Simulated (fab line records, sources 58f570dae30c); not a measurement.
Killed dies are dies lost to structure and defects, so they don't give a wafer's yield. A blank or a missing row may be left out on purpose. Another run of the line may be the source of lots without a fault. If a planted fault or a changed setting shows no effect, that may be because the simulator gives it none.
Check for tools in common	flow berkeleyCmos170	42 wafers sampled across 14 lots

== REASON FOR OPENING ==
At UCB170_V1_CD_MEAS_12 the reading cdNm is flagged on 2 of 14 lots. Fault-free wafers read 700.1 nm, with a standard deviation of 1.3.
Rule: flag the lot when none of its wafers has a number, or when each of its wafers that has one lies beyond 4 standard deviations from that mean. All remaining lots are regarded as sound.

lot	measured	on	cdNm (nm), wafer by wafer	flag
L101	day 7 18:22	cdSem-02	700.2 701.5 699.2	
L102	day 7 18:23	cdSem-01	701.7 702.0 702.0	
L108	day 8 13:25	cdSem-02	700.5 699.4 699.4	
L104	day 8 13:29	cdSem-01	700.2 699.8 699.9	
L107	day 8 13:33	cdSem-02	699.9 698.6 699.3	
L106	day 8 13:49	cdSem-02	701.3 701.1 701.0	
L110	day 9 12:47	cdSem-02	700.8 701.5 701.8	
L109	day 9 13:03	cdSem-02	701.3 702.7 701.2	
L112	day 9 17:35	cdSem-01	701.2 701.1 700.0	
L113	day 9 18:05	cdSem-01	701.1 700.2 700.0	
L116	day 10 06:20	cdSem-02	678.5 677.1 677.6	FLAGGED
L117	day 10 14:25	cdSem-01	682.7 683.5 682.3	FLAGGED
L118	day 11 04:29	cdSem-01	698.1 698.8 698.2	
L124	day 11 18:35	cdSem-01	699.7 699.6 699.9	
The mean of the flagged lots' numbers is 680.3 nm, -19.8 nm from the usual (-15 standard deviations).

== LOT BY LOT: THE TOOL USED ==
The record keeps 1 process step preceding the reading, out of 331 steps on the route. Every cell lists first the tool, next ch and the chambers used by the sampled wafers, and last the start.
lot	flag	UCB170_V1_PEB_10
L101		lithoTrack-03 ch 0, day 7 18:06
L102		lithoTrack-01 ch 0, day 7 18:07
L108		lithoTrack-02 ch 0, day 8 13:08
L104		lithoTrack-01 ch 0, day 8 13:11
L107		lithoTrack-03 ch 0, day 8 13:17
L106		lithoTrack-03 ch 0, day 8 13:32
L110		lithoTrack-03 ch 0, day 9 12:31
L109		lithoTrack-03 ch 0, day 9 12:46
L112		lithoTrack-01 ch 0, day 9 17:19
L113		lithoTrack-02 ch 0, day 9 17:49
L116	FLAGGED	lithoTrack-02 ch 0, day 10 06:04
L117	FLAGGED	lithoTrack-02 ch 0, day 10 14:04
L118		lithoTrack-03 ch 0, day 11 04:12
L124		lithoTrack-03 ch 0, day 11 18:19
What is done by these steps:
- UCB170_V1_PEB_10
- UCB170_V1_CD_MEAS_12: target cd 700 nm.

== FLAGGED OVER TOTAL, TOOL BY TOOL (the gauges that took the reading come last) ==
step	tool	lots run	flagged	share of the flagged lots	sound lots run after its first flagged lot
UCB170_V1_PEB_10	lithoTrack-01	3	0	none	-
UCB170_V1_PEB_10	lithoTrack-02	4	2	all	0
UCB170_V1_PEB_10	lithoTrack-03	7	0	none	-
UCB170_V1_CD_MEAS_12	cdSem-01	7	1	some	2 (L118,L124)
UCB170_V1_CD_MEAS_12	cdSem-02	7	1	some	0

== THE TABLE: WHAT IT ALLOWS ==
All flagged lots share 1 row of the table, namely lithoTrack-02 at UCB170_V1_PEB_10.
- lithoTrack-02 at UCB170_V1_PEB_10: 2 of its 4 lots flagged. A fault beginning between L113 (day 9 17:49), its last sound lot, and L116 (day 10 06:04), its first flagged one, fits the data. Its own readings (heaterPowerTotalW) fall more than 4 standard deviations out on all wafers of the flagged lots.
lithoTrack-02 at UCB170_V1_PEB_10 is the single tool remaining.

== WHAT HAD BEEN PUT IN BY THE SIMULATOR ==
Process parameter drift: lithoTrack-02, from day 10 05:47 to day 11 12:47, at UCB170_V1_PEB_10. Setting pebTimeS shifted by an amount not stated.
Struck lots among those shown: L116, L117. The same result came from the rule above.
